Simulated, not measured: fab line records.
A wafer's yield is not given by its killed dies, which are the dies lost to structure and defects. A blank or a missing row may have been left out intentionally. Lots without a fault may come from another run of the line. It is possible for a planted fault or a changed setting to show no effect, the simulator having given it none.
fab line records	flow berkeleyCmos170	part 1 of 2: steps 1 to 24 of 37
record: lots: 5	wafers: 15	lastDay: 12
route steps=331 shown START@4 ZERO@6 NWELL@14 PWELL@34
lots that met no fault: taken from a fault-free run of the same line
startH: hours from the record's first day to the start of the lot's first wafer shown	waitH: how many hours have passed since the lot's step before this one	" as in the row above	L1.1+2: several wafers, shown together as one row	- value missing, or start not given	* or withheld: withheld	< > ~ a bound
route shown NAME@n: NAME is a module with steps in the file, n the number in the route of the first one	usual: the fault-free wafers' mean and standard deviation	same: alike in all rows	chamber/n: place in a boat	sites: the reading at each site	_std_site: standard deviation across them	_edge_site: the outer-site mean with the inner-site mean subtracted	radiusMm: for every site, how far away it sits from the centre of the wafer	mask NAME#n: copy n	behind: the tool/chamber that last shaped the wafer	hold: the reason the lot was held/the length of the hold in hours/how it ended	device: names the non-switching transistor (n, p or np)	end of line: the same wafers' tests at the end of the route	for a step that has no rows: nothing shown but its recipe	killed: the dies lost at the first sort to structure and to defects; this is not the yield of the wafer	map: dies across one wafer; x = killed, . = not, _ = none there
set.NAME: setting as actually run; set.NAME@STEP: the setting as run at that earlier step	model.NAME: the simulator's own value behind a step, which no gauge read
lots seen at some steps along the route; tables by step, rows by wafer
services: a tool's chamber out of use, with start hour (startH, from the record's first day; less than 0 if before it), hours out, and reason
== steps ==
step: UCB170_START_THK_MEAS_03
recipe: reads: SiO2_of_START_OXIDATION_02
usual: START_OXIDE_THK: 20.2/0.3
lot.wafer	tool	chamber	startH	waitH	START_OXIDE_THK[nm]
L075.1	filmMetro-01	-	19.28	0.0	20.5
L075.2	"	-	"	"	20.4
L075.5	"	-	"	"	20.2
L078.1	filmMetro-03	-	34.19	0.0	20.5
L078.3	"	-	"	"	21.0
L078.6	"	-	"	"	20.3
L086.1	filmMetro-02	-	75.09	0.0	20.3
L086.2	"	-	"	"	20.2
L086.6	"	-	"	"	20.5
L092.4	filmMetro-02	-	105.29	0.0	20.2
L092.5	"	-	"	"	20.5
L092.6	"	-	"	"	20.7
L095.1	filmMetro-03	-	118.25	0.0	20.7
L095.5	"	-	"	"	20.7
L095.6	"	-	"	"	20.6
step: UCB170_START_ANNEAL_04
recipe: tempC: 950	timeS: 1200	ambient: N2
lot.wafer	tool	chamber	startH	waitH
L075.1+2+5	furnace-01	0	20.52	1.2
L078.1+3+6	furnace-01	0	35.57	1.4
L086.1+2+6	furnace-04	0	75.15	0.1
L092.4+5+6	furnace-04	0	110.67	5.4
L095.1+5+6	furnace-03	0	121.11	2.9
step: UCB170_ZERO_HMDS_00
recipe: primeTimeS: 60	primeTempC: 100
usual: chillPlateTempC: 23.02/0.11
lot.wafer	tool	chamber	startH	waitH	chillPlateTempC
L075.1	lithoTrack-03	0	21.85	0.0	22.91
L075.2	"	0	"	"	22.92
L075.5	"	0	"	"	23.01
L078.1	lithoTrack-01	0	36.96	0.1	22.89
L078.3	"	0	"	"	22.95
L078.6	"	0	"	"	22.86
L086.1	lithoTrack-02	0	76.48	0.0	23.02
L086.2	"	0	"	"	22.94
L086.6	"	0	"	"	23.09
L092.4	lithoTrack-01	0	112.30	0.3	23.22
L092.5	"	0	"	"	23.13
L092.6	"	0	"	"	23.01
L095.1	lithoTrack-03	0	122.70	0.3	22.87
L095.5	"	0	"	"	23.07
L095.6	"	0	"	"	22.89
step: UCB170_ZERO_COAT_01
recipe: resist: KrF	spinRpm: 1500	resistThkNm: 900
usual: chillPlateTempC: 23.01/0.1
lot.wafer	tool	chamber	startH	waitH	chillPlateTempC
L075.1	lithoTrack-03	0	22.00	0.1	23.00
L075.2	"	0	"	"	23.00
L075.5	"	0	"	"	23.06
L078.1	lithoTrack-01	0	37.11	0.1	23.17
L078.3	"	0	"	"	23.09
L078.6	"	0	"	"	23.14
L086.1	lithoTrack-02	0	76.63	0.1	23.03
L086.2	"	0	"	"	22.96
L086.6	"	0	"	"	22.88
L092.4	lithoTrack-01	0	112.45	0.1	22.98
L092.5	"	0	"	"	23.02
L092.6	"	0	"	"	22.94
L095.1	lithoTrack-03	0	122.85	0.1	22.96
L095.5	"	0	"	"	23.19
L095.6	"	0	"	"	23.00
step: UCB170_ZERO_SOFTBAKE_02
recipe: resist: KrF	tempC: 130	timeS: 60
usual: chillPlateTempC: 22.99/0.092	heaterPowerTotalW: 56.81/0.042
lot.wafer	tool	chamber	startH	waitH	chillPlateTempC	heaterPowerTotalW
L075.1	lithoTrack-03	0	22.15	0.1	22.82	56.80
L075.2	"	0	"	"	23.03	56.83
L075.5	"	0	"	"	22.93	56.78
L078.1	lithoTrack-01	0	37.26	0.1	23.15	56.77
L078.3	"	0	"	"	22.97	56.80
L078.6	"	0	"	"	23.07	56.85
L086.1	lithoTrack-02	0	76.78	0.1	23.01	56.85
L086.2	"	0	"	"	22.93	56.78
L086.6	"	0	"	"	23.06	56.87
L092.4	lithoTrack-01	0	112.60	0.1	23.02	56.84
L092.5	"	0	"	"	23.08	56.86
L092.6	"	0	"	"	22.96	56.89
L095.1	lithoTrack-03	0	123.00	0.1	22.97	56.85
L095.5	"	0	"	"	22.95	56.83
L095.6	"	0	"	"	22.98	56.75
step: UCB170_ZERO_EXPOSE_03
recipe: maskId: PM_MARKS	na: 0.5	sigmaOuter: 0.6	sourceShape: conventional	targetCdNm: 4000	doseMj: 30
usual: reticleTempC: 23.00/0.11
same: na: 0.5
lot.wafer	tool	chamber	startH	waitH	mask	reticleTempC
L075.1	krfScanner-02	0	22.54	0.4	PM_MARKS#0	22.97
L075.2	"	0	"	"	PM_MARKS#0	23.03
L075.5	"	0	"	"	PM_MARKS#0	22.97
L078.1	krfScanner-01	0	37.53	0.2	PM_MARKS#0	23.01
L078.3	"	0	"	"	PM_MARKS#0	22.91
L078.6	"	0	"	"	PM_MARKS#0	23.00
L086.1	krfScanner-01	0	76.93	0.1	PM_MARKS#0	22.89
L086.2	"	0	"	"	PM_MARKS#0	22.70
L086.6	"	0	"	"	PM_MARKS#0	22.91
L092.4	krfScanner-01	0	112.86	0.2	PM_MARKS#0	23.02
L092.5	"	0	"	"	PM_MARKS#0	23.04
L092.6	"	0	"	"	PM_MARKS#0	22.98
L095.1	krfScanner-02	0	123.28	0.2	PM_MARKS#0	22.99
L095.5	"	0	"	"	PM_MARKS#0	22.96
L095.6	"	0	"	"	PM_MARKS#0	23.01
step: UCB170_ZERO_PEB_04
recipe: pebTempC: 131	pebTimeS: withheld	resist: KrF
usual: chillPlateTempC: 22.98/0.11	heaterPowerTotalW: 57.37/0.042
lot.wafer	tool	chamber	startH	waitH	chillPlateTempC	heaterPowerTotalW
L075.1	lithoTrack-02	0	22.71	0.2	22.89	57.37
L075.2	"	0	"	"	22.81	57.36
L075.5	"	0	"	"	23.02	57.43
L078.1	lithoTrack-01	0	37.86	0.3	22.96	57.38
L078.3	"	0	"	"	23.02	57.26
L078.6	"	0	"	"	23.08	57.31
L086.1	lithoTrack-03	0	77.26	0.3	22.86	57.41
L086.2	"	0	"	"	22.75	57.43
L086.6	"	0	"	"	22.94	57.41
L092.4	lithoTrack-03	0	113.46	0.6	22.99	57.31
L092.5	"	0	"	"	23.11	57.40
L092.6	"	0	"	"	23.02	57.34
L095.1	lithoTrack-02	0	123.70	0.4	23.09	57.38
L095.5	"	0	"	"	23.07	57.30
L095.6	"	0	"	"	22.90	57.42
step: UCB170_ZERO_DEVELOP_05
recipe: developer: TMAH	developTimeS: 45	resist: KrF	devTempC: 21
usual: chillPlateTempC: 23.00/0.11
lot.wafer	tool	chamber	startH	waitH	chillPlateTempC
L075.1	lithoTrack-02	0	-	-	23.11
L075.2	"	0	"	"	23.11
L075.5	"	0	"	"	23.01
L078.1	lithoTrack-01	0	-	-	22.90
L078.3	"	0	"	"	22.83
L078.6	"	0	"	"	22.77
L086.1	lithoTrack-03	0	-	-	22.95
L086.2	"	0	"	"	22.99
L086.6	"	0	"	"	22.91
L092.4	lithoTrack-03	0	-	-	22.77
L092.5	"	0	"	"	22.78
L092.6	"	0	"	"	22.89
L095.1	lithoTrack-02	0	-	-	23.03
L095.5	"	0	"	"	23.01
L095.6	"	0	"	"	22.95
step: UCB170_ZERO_ETCH_06
recipe: chemistry: CHF3/CF4/Ar	target: SiO2	timeS: 12	pressureMtorr: 100	rfW: 500	CHF3_flow_sccm: 50	cf4FlowSccm: 10	Ar_flow_sccm: 120	overEtchFrac: 1.58
usual: drypumpMotorCurrentA: 5.7/0.49	oesProductAu: 0.620/0.0084	throttleValvePct: 9.24/0.11
lot.wafer	tool	chamber	startH	waitH	drypumpMotorCurrentA	oesProductAu	rfHoursCounterH	throttleValvePct
L075.1	rieDiel-02	0	22.99	-	5.9	0.630	58	9.24
L075.2	"	1	"	"	5.6	0.626	69	9.35
L075.5	"	2	"	"	5.0	0.624	-	9.32
L078.1	rieDiel-04	0	38.13	-	6.4	0.614	156	9.17
L078.3	"	2	"	"	5.2	0.621	19	9.14
L078.6	"	3	"	"	5.3	0.637	-	9.26
L086.1	rieDiel-03	0	77.53	-	5.5	0.616	90	8.92
L086.2	"	1	"	"	4.9	0.611	121	9.30
L086.6	"	0	"	"	5.5	0.613	-	8.91
L092.4	rieDiel-02	0	113.66	-	5.9	0.626	62	9.24
L092.5	"	2	"	"	5.0	0.620	-	9.33
L092.6	"	3	"	"	6.4	0.617	-	9.44
L095.1	rieDiel-04	0	123.98	-	6.5	0.621	160	9.18
L095.5	"	0	"	"	6.4	0.618	-	9.17
L095.6	"	3	"	"	5.2	0.632	-	9.27
step: UCB170_ZERO_STRIP_07
recipe: chemistry: O2	powerW: 400	pressureMtorr: 3500	platenTempC: withheld	o2FlowSccm: 400	overashFraction: 0.5
usual: drypumpMotorCurrentA: 5.6/0.39	oesProductAu: 0.726/0.0042	stripTimeToEndpointS: 21.48/0.065
same: overashFraction: 0.5
lot.wafer	tool	chamber	startH	waitH	drypumpMotorCurrentA	oesProductAu	rfHoursCounterH	stripTimeToEndpointS
L075.1	plasmaAsher-01	0	23.01	0.0	5.9	0.719	31	21.33
L075.2	"	1	"	"	5.6	0.724	31	21.43
L075.5	"	1	"	"	5.6	0.721	-	21.44
L078.1	plasmaAsher-03	0	38.16	0.0	5.7	0.728	30	21.44
L078.3	"	0	"	"	5.7	0.714	-	21.46
L078.6	"	1	"	"	5.6	0.726	-	21.53
L086.1	plasmaAsher-01	0	77.56	0.0	5.8	0.725	37	21.40
L086.2	"	1	"	"	5.6	0.725	37	21.43
L086.6	"	1	"	"	5.6	0.724	-	21.42
L092.4	plasmaAsher-03	1	113.72	0.0	5.6	0.737	-	21.45
L092.5	"	1	"	"	5.6	0.728	-	21.53
L092.6	"	0	"	"	5.7	0.734	-	21.49
L095.1	plasmaAsher-01	1	124.00	0.0	5.6	0.721	42	21.55
L095.5	"	0	"	"	5.9	0.734	-	21.53
L095.6	"	1	"	"	5.6	0.728	-	21.58
step: UCB170_NWELL_WET_ETCH_00
recipe: chemistry: dHF	dilution: 25:1	target: SiO2	tempC: 25	timeS: 200
lot.wafer	tool	chamber	startH	waitH
L075.1+2+5	wetBench-04	1	23.65	0.6
L078.1+3+6	wetBench-04	1	39.52	1.3
L086.1+2+6	wetBench-02	0	78.03	0.4
L092.4+5+6	wetBench-03	0	114.57	0.8
L095.1+5+6	wetBench-02	0	124.14	0.1
step: UCB170_NWELL_OXIDATION_01
recipe: tempC: 1000	ambient: O2	targetThkA: 264	oxTimeS: 1260
lot.wafer	tool	chamber	startH	waitH
L075.1+2+5	furnace-02	0	23.86	0.1
L078.1+3+6	furnace-02	0	41.99	2.4
L086.1+2+6	furnace-02	0	79.29	1.2
L092.4+5+6	furnace-02	0	114.63	0.0
L095.1+5+6	furnace-02	0	129.35	5.1
step: UCB170_NWELL_THK_MEAS_02
recipe: reads: SiO2_of_NWELL_OXIDATION_01
usual: NWELL_OXIDE_THK: 26.5/0.44
lot.wafer	tool	chamber	startH	waitH	NWELL_OXIDE_THK[nm]
L075.1	filmMetro-01	-	25.21	0.0	26.5
L075.2	"	-	"	"	27.0
L075.5	"	-	"	"	26.8
L078.1	filmMetro-03	-	43.34	0.0	26.1
L078.3	"	-	"	"	26.2
L078.6	"	-	"	"	26.6
L086.1	filmMetro-04	-	80.64	0.0	26.3
L086.2	"	-	"	"	26.0
L086.6	"	-	"	"	26.1
L092.4	filmMetro-04	-	116.01	0.0	26.4
L092.5	"	-	"	"	26.5
L092.6	"	-	"	"	26.9
L095.1	filmMetro-04	-	130.70	0.0	26.3
L095.5	"	-	"	"	26.5
L095.6	"	-	"	"	26.9
step: UCB170_NWELL_ANNEAL_03
recipe: tempC: 1000	timeS: 900	ambient: N2
lot.wafer	tool	chamber	startH	waitH
L075.1+2+5	furnace-01	0	27.53	2.3
L078.1+3+6	furnace-02	0	46.17	2.8
L086.1+2+6	furnace-01	0	82.08	1.4
L092.4+5+6	furnace-02	0	117.33	1.3
L095.1+5+6	furnace-02	0	133.45	2.7
step: UCB170_NWELL_CVD_04
recipe: material: Si3N4	targetThkNm: 224	tempC: 800	precursor: SiH2Cl2/NH3	timeS: 3360	pressureMtorr: 200	sih2cl2FlowSccm: 25	nh3FlowSccm: 75
usual: nh3FlowSccm: 75.04/0.21	pressureMtorr: 200.0/0.39
lot.wafer	tool	chamber	startH	waitH	nh3FlowSccm	pressureMtorr
L075.1	lpcvd-02	0	29.11	0.3	74.75	200.1
L075.2	"	0	"	"	75.14	200.0
L075.5	"	0	"	"	74.82	199.9
L078.1	lpcvd-02	1	47.42	0.0	75.00	199.8
L078.3	"	1	"	"	75.18	200.8
L078.6	"	1	"	"	75.08	200.2
L086.1	lpcvd-02	0	84.53	1.2	74.99	200.9
L086.2	"	0	"	"	75.08	200.0
L086.6	"	0	"	"	74.80	200.3
L092.4	lpcvd-02	1	119.15	0.6	74.99	200.2
L092.5	"	1	"	"	75.01	200.1
L092.6	"	1	"	"	75.26	200.3
L095.1	lpcvd-02	1	134.70	0.0	74.96	198.9
L095.5	"	1	"	"	75.10	199.8
L095.6	"	1	"	"	74.75	199.8
step: UCB170_NWELL_THK_MEAS_05
recipe: reads: Si3N4_of_NWELL_CVD_04
usual: NWELL_NITRIDE_THK: 225.7/2.1
lot.wafer	tool	chamber	startH	waitH	NWELL_NITRIDE_THK[nm]
L075.1	filmMetro-04	-	31.05	0.0	223.9
L075.2	"	-	"	"	224.1
L075.5	"	-	"	"	224.7
L078.1	filmMetro-04	-	49.39	0.0	228.3
L078.3	"	-	"	"	225.9
L078.6	"	-	"	"	226.2
L086.1	filmMetro-03	-	86.46	0.0	226.5
L086.2	"	-	"	"	225.9
L086.6	"	-	"	"	225.7
L092.4	filmMetro-04	-	121.11	0.0	228.0
L092.5	"	-	"	"	229.4
L092.6	"	-	"	"	228.9
L095.1	filmMetro-03	-	136.63	0.0	225.2
L095.5	"	-	"	"	226.8
L095.6	"	-	"	"	226.4
step: UCB170_NWELL_HMDS_06
recipe: primeTimeS: 60	primeTempC: 100
usual: chillPlateTempC: 22.98/0.09
lot.wafer	tool	chamber	startH	waitH	chillPlateTempC
L075.1	lithoTrack-01	0	31.11	0.1	23.06
L075.2	"	0	"	"	22.90
L075.5	"	0	"	"	23.07
L078.1	lithoTrack-01	0	49.64	0.2	22.81
L078.3	"	0	"	"	23.09
L078.6	"	0	"	"	22.99
L086.1	lithoTrack-04	0	86.54	0.1	22.97
L086.2	"	0	"	"	23.07
L086.6	"	0	"	"	23.00
L092.4	lithoTrack-03	0	121.23	0.1	23.19
L092.5	"	0	"	"	23.01
L092.6	"	0	"	"	23.03
L095.1	lithoTrack-04	0	136.91	0.3	22.93
L095.5	"	0	"	"	22.95
L095.6	"	0	"	"	22.95
step: UCB170_NWELL_COAT_07
recipe: resist: KrF	spinRpm: 1500	resistThkNm: 900
usual: chillPlateTempC: 22.97/0.097
lot.wafer	tool	chamber	startH	waitH	chillPlateTempC
L075.1	lithoTrack-01	0	31.26	0.1	23.05
L075.2	"	0	"	"	22.90
L075.5	"	0	"	"	23.00
L078.1	lithoTrack-01	0	49.79	0.1	22.87
L078.3	"	0	"	"	22.90
L078.6	"	0	"	"	22.68
L086.1	lithoTrack-04	0	86.69	0.1	22.91
L086.2	"	0	"	"	22.84
L086.6	"	0	"	"	22.99
L092.4	lithoTrack-03	0	121.38	0.1	22.88
L092.5	"	0	"	"	22.93
L092.6	"	0	"	"	22.85
L095.1	lithoTrack-04	0	137.06	0.1	22.80
L095.5	"	0	"	"	22.88
L095.6	"	0	"	"	22.87
step: UCB170_NWELL_SOFTBAKE_08
recipe: resist: KrF	tempC: 130	timeS: 60
usual: chillPlateTempC: 22.98/0.11	heaterPowerTotalW: 56.80/0.05
lot.wafer	tool	chamber	startH	waitH	chillPlateTempC	heaterPowerTotalW
L075.1	lithoTrack-01	0	31.41	0.1	23.04	56.89
L075.2	"	0	"	"	23.07	56.73
L075.5	"	0	"	"	23.01	56.86
L078.1	lithoTrack-01	0	49.94	0.1	22.85	56.81
L078.3	"	0	"	"	22.97	56.81
L078.6	"	0	"	"	22.78	56.86
L086.1	lithoTrack-04	0	86.84	0.1	23.01	56.84
L086.2	"	0	"	"	23.17	56.81
L086.6	"	0	"	"	23.13	56.81
L092.4	lithoTrack-03	0	121.53	0.1	22.90	56.79
L092.5	"	0	"	"	22.96	56.76
L092.6	"	0	"	"	22.98	56.87
L095.1	lithoTrack-04	0	137.21	0.1	23.06	56.77
L095.5	"	0	"	"	23.18	56.84
L095.6	"	0	"	"	22.96	56.81
step: UCB170_NWELL_EXPOSE_09
recipe: maskId: NWELL	targetCdNm: 3000	na: 0.5	sigmaOuter: 0.6	sourceShape: conventional	doseMj: 25
usual: reticleTempC: 23.00/0.11
same: na: 0.5
lot.wafer	tool	chamber	startH	waitH	mask	reticleTempC
L075.1	krfScanner-02	0	31.68	0.2	NWELL#0	23.07
L075.2	"	0	"	"	NWELL#0	22.94
L075.5	"	0	"	"	NWELL#0	23.14
L078.1	krfScanner-01	0	50.33	0.4	NWELL#0	23.11
L078.3	"	0	"	"	NWELL#0	23.08
L078.6	"	0	"	"	NWELL#0	22.99
L086.1	krfScanner-02	0	87.12	0.2	NWELL#0	22.72
L086.2	"	0	"	"	NWELL#0	22.71
L086.6	"	0	"	"	NWELL#0	22.78
L092.4	krfScanner-01	0	121.93	0.4	NWELL#0	22.94
L092.5	"	0	"	"	NWELL#0	22.92
L092.6	"	0	"	"	NWELL#0	22.93
L095.1	krfScanner-02	0	137.70	0.5	NWELL#0	22.90
L095.5	"	0	"	"	NWELL#0	22.99
L095.6	"	0	"	"	NWELL#0	23.02
step: UCB170_NWELL_PEB_10
recipe: pebTempC: 130	pebTimeS: withheld	resist: KrF
usual: chillPlateTempC: 23.01/0.11	heaterPowerTotalW: 56.80/0.042
lot.wafer	tool	chamber	startH	waitH	chillPlateTempC	heaterPowerTotalW
L075.1	lithoTrack-01	0	31.83	0.1	23.15	56.83
L075.2	"	0	"	"	23.04	56.86
L075.5	"	0	"	"	23.08	56.88
L078.1	lithoTrack-01	0	50.54	0.2	23.05	56.81
L078.3	"	0	"	"	22.99	56.79
L078.6	"	0	"	"	22.92	56.76
L086.1	lithoTrack-01	0	87.41	0.3	22.95	56.80
L086.2	"	0	"	"	22.88	56.83
L086.6	"	0	"	"	22.90	56.82
L092.4	lithoTrack-04	0	122.57	0.6	22.85	56.88
L092.5	"	0	"	"	22.94	56.75
L092.6	"	0	"	"	22.93	56.83
L095.1	lithoTrack-04	0	137.81	0.1	23.09	56.83
L095.5	"	0	"	"	22.80	56.79
L095.6	"	0	"	"	22.92	56.85
step: UCB170_NWELL_DEVELOP_11
recipe: developer: TMAH	developTimeS: 45	resist: KrF	devTempC: 21
usual: chillPlateTempC: 23.00/0.11
lot.wafer	tool	chamber	startH	waitH	chillPlateTempC
L075.1	lithoTrack-01	0	-	-	22.99
L075.2	"	0	"	"	22.82
L075.5	"	0	"	"	22.93
L078.1	lithoTrack-01	0	-	-	23.25
L078.3	"	0	"	"	23.28
L078.6	"	0	"	"	23.09
L086.1	lithoTrack-01	0	-	-	23.22
L086.2	"	0	"	"	23.03
L086.6	"	0	"	"	22.98
L092.4	lithoTrack-04	0	-	-	23.03
L092.5	"	0	"	"	23.00
L092.6	"	0	"	"	23.07
L095.1	lithoTrack-04	0	-	-	23.07
L095.5	"	0	"	"	23.06
L095.6	"	0	"	"	23.04
step: UCB170_NWELL_OVL_MEAS_12
usual: NWELL_OVL: -1/5.5
lot.wafer	tool	chamber	startH	waitH	NWELL_OVL[nm]
L075.1	overlay-02	-	32.11	-	-7
L075.2	"	-	"	"	-7
L075.5	"	-	"	"	-11
L078.1	overlay-02	-	50.82	-	2
L078.3	"	-	"	"	0
L078.6	"	-	"	"	7
L086.1	overlay-02	-	87.68	-	1
L086.2	"	-	"	"	-2
L086.6	"	-	"	"	-1
L092.4	overlay-01	-	122.78	-	-2
L092.5	"	-	"	"	-16
L092.6	"	-	"	"	-5
L095.1	overlay-02	-	138.09	-	-4
L095.5	"	-	"	"	-5
L095.6	"	-	"	"	-3
step: UCB170_NWELL_ETCH_13
recipe: chemistry: CH3F/Ar/O2	target: Si3N4	stopOn: SiO2	CH3F_flow_sccm: 20	Ar_flow_sccm: 50	O2_flow_sccm: 7	pressureMtorr: 50	rfW: 450	targetDepthA: 2464	overEtchFrac: 0.1	timeS: 154
usual: drypumpMotorCurrentA: 5.6/0.49	oesProductAu: 0.947/0.011	throttleValvePct: 8.03/0.13
lot.wafer	tool	chamber	startH	waitH	drypumpMotorCurrentA	oesProductAu	rfHoursCounterH	throttleValvePct
L075.1	rieDiel-02	2	32.14	0.0	5.0	0.943	60	8.12
L075.2	"	0	"	"	5.9	0.954	59	8.04
L075.5	"	3	"	"	6.4	0.929	-	8.19
L078.1	rieDiel-04	2	50.85	0.0	5.2	0.967	20	8.01
L078.3	"	0	"	"	6.4	0.948	156	7.99
L078.6	"	1	"	"	5.8	0.936	-	8.07
L086.1	rieDiel-04	0	87.72	0.0	6.4	0.938	158	7.98
L086.2	"	1	"	"	5.8	0.932	17	8.07
L086.6	"	1	"	"	5.8	0.938	-	8.06
L092.4	rieDiel-02	0	122.80	0.0	5.9	0.966	62	8.03
L092.5	"	2	"	"	5.0	0.958	-	8.13
L092.6	"	1	"	"	5.6	0.967	-	8.15
L095.1	rieDiel-02	3	138.12	0.0	6.4	0.941	3	8.17
L095.5	"	1	"	"	5.6	0.961	-	8.15
L095.6	"	2	"	"	5.0	0.942	-	8.12
